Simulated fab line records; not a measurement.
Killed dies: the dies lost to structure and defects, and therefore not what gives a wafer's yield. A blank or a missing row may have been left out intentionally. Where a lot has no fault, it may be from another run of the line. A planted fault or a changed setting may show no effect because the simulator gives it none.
Which tool did it?	flow berkeley_cmos170	7 lots with 21 wafers sampled at 3 steps, on a route of 331 steps

WHAT THE GAUGES READ, wafer by wafer
UCB170_M1_RS_MEAS_01: measures by four-point-probe.
lot	measured	on	M1_AL_RS (ohm/sq)
L559	day 7 22:11	film_metro-03	0.0483 0.0493 0.0485
L558	day 7 22:30	film_metro-04	0.0478 0.0482 0.0479
L563	day 8 16:31	film_metro-04	0.0491 0.0490 0.0489
L568	day 9 15:34	film_metro-04	0.0485 0.0480 0.0486
L573	day 10 18:16	film_metro-03	0.0515 0.0512 0.0515
L574	day 10 20:01	film_metro-01	0.0515 0.0511 0.0516
L577	day 11 23:36	film_metro-04	0.0486 0.0492 0.0502

TOOL THAT RAN EACH LOT (tool first, then ch and the chambers of the sampled wafers, then the start)
lot	UCB170_SDANNEAL_RTA_01	UCB170_M1_SPUTTER_00
L559	rtp_anneal-01 ch 0, day 7 15:34	pvd_sputter-04, day 7 22:07
L558	rtp_anneal-01 ch 0, day 7 16:06	pvd_sputter-02, day 7 22:23
L563	rtp_anneal-01 ch 0, day 8 11:02	pvd_sputter-04, day 8 16:26
L568	rtp_anneal-02 ch 0, day 9 09:20	pvd_sputter-03, day 9 15:29
L573	rtp_anneal-01 ch 0, day 10 12:27	pvd_sputter-04, day 10 18:12
L574	rtp_anneal-01 ch 0, day 10 12:58	pvd_sputter-04, day 10 19:57
L577	rtp_anneal-02 ch 0, day 11 16:55	pvd_sputter-02, day 11 23:32
- UCB170_SDANNEAL_RTA_01: time 5 s.
- UCB170_M1_SPUTTER_00: material Al, target thk 600 nm, time 80 s.

THE ANSWER, worked out from the rows above alone
Rule: the lots themselves supply what counts as usual. The widest of any qualifying gaps counts: lots, ordered by their means at a reading, are off when they make up no more than a third of the lots, leave a main group of 4 or more, and stand apart from it by 3 or more times the standard deviation of that group's means. A main group whose means are all the same, to the digits that the tables above print for the reading, isn't used. Also off: a lot with no number at a reading for which 4 or more lots have one. Where the step has rows for the other lots, those lots are counted as sound.
Off: L573, L574, at UCB170_M1_RS_MEAS_01 (M1_AL_RS). The main group has a mean of 0.0487 ohm/sq with a standard deviation of 0.00048.
If a tool, at a process step before that reading, ran all the lots that are off and no sound lot after the first of them, it fits. The gauges at UCB170_M1_RS_MEAS_01 are tried like those tools. Can't be told from this: 2 tools fit, rtp_anneal-01 at UCB170_SDANNEAL_RTA_01, pvd_sputter-04 at UCB170_M1_SPUTTER_00.

WHAT WAS PUT IN BY THE SIMULATOR
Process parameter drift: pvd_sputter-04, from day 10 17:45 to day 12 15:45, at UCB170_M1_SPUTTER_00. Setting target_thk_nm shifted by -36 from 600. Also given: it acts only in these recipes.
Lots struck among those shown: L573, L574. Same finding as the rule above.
